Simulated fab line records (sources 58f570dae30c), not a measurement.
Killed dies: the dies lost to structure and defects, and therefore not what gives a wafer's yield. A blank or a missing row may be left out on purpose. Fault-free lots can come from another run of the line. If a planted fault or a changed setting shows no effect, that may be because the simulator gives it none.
Problem report, 8D (eight disciplines) form, completed by code -- flow berkeleyCmos170 -- the parts of the form that need people (team, actions taken, sign-off) are left out

## 1. WHAT WENT WRONG
doseIonsCm2 at UCB170_NWELL_IMPLANT_14 reads a mean of 8.931e+12 on 6 wafers of 2 lots; wafers without a fault read 9.999e+12 with a standard deviation of 1.1e+10. That is -97 standard deviations from the usual mean.
First seen on wafer L989.2, day 4 23:49, on implanter-04. Wafers with a number at this step in the record: 42, from 14 lots. The rule behind "out" and "out of limits": a value lying over 4 standard deviations away from the usual mean. Any other wafer with a number is counted as sound.

## 2. WHAT THIS IS AND IS NOT
question,is,is not
which readings at this step,"doseIonsCm2, faradayCurrentUA",-
which lots,"L989, L991","L978, L979, L980, L981, L982, L983, L984, L985, L993, L994, L995, L996"
which wafers of those lots,all that have a number,-
read on which tools,implanter-04,"implanter-01, implanter-02"
when,from day 4 23:49,"up to then (24 sound wafers); but 12 sound wafers of L993, L994, L995, L996 came after"

## 3. THE SUSPECTS, EACH WITH WHAT RULES IT OUT
Counting: a tool at any process step up to the reading remains a suspect when it ran all the lots that are out and ran no sound lot after the first of those.
- implanter-04 at UCB170_NWELL_IMPLANT_14: kept. It ran every lot that is out, first L989 (day 4 23:49), and no sound lot after that; its last sound lot up to then is L985 (day 4 07:17). Its own doseIonsCm2, faradayCurrentUA readings are out on those wafers.
Remaining after the count: implanter-04 at UCB170_NWELL_IMPLANT_14.

## 4. THE CAUSE (what the simulator had put in)
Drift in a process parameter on implanter-04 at UCB170_NWELL_IMPLANT_14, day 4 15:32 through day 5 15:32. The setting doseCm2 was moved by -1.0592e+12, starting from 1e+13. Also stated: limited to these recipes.
After counting, this tool was the only one left.

## 5. SEQUENCE OF EFFECTS, ordered by route
Each row: a reading whose mean over the struck wafers that have a number lies more than 3 standard deviations from the usual. Scope: only readings with a usual standard deviation given in the record; hours: median across lots of the time from each lot's start at the first step in this table that gives one to its start at this step; sigmas: change in usual standard deviations.
hours,step,reading,usual,on struck wafers,change,sigmas
0,UCB170_NWELL_IMPLANT_14,doseIonsCm2,9.999e+12,8.931e+12,-1.068e+12,-97
0,UCB170_NWELL_IMPLANT_14,faradayCurrentUA,31.7,28.4,-3.2,-5.1
Its process steps:
- UCB170_NWELL_IMPLANT_14
At these later measuring or inspecting steps, every struck wafer for which the step has a row has a number for every such reading, and none has moved that far: UCB170_M2_OVL_MEAS_16, UCB170_M3_CD_MEAS_90.

## 6. HOW IT WOULD HAVE BEEN CAUGHT EARLIER
First out-of-limits reading in this record: day 4 23:49, which is 8 hours after fault onset at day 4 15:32.
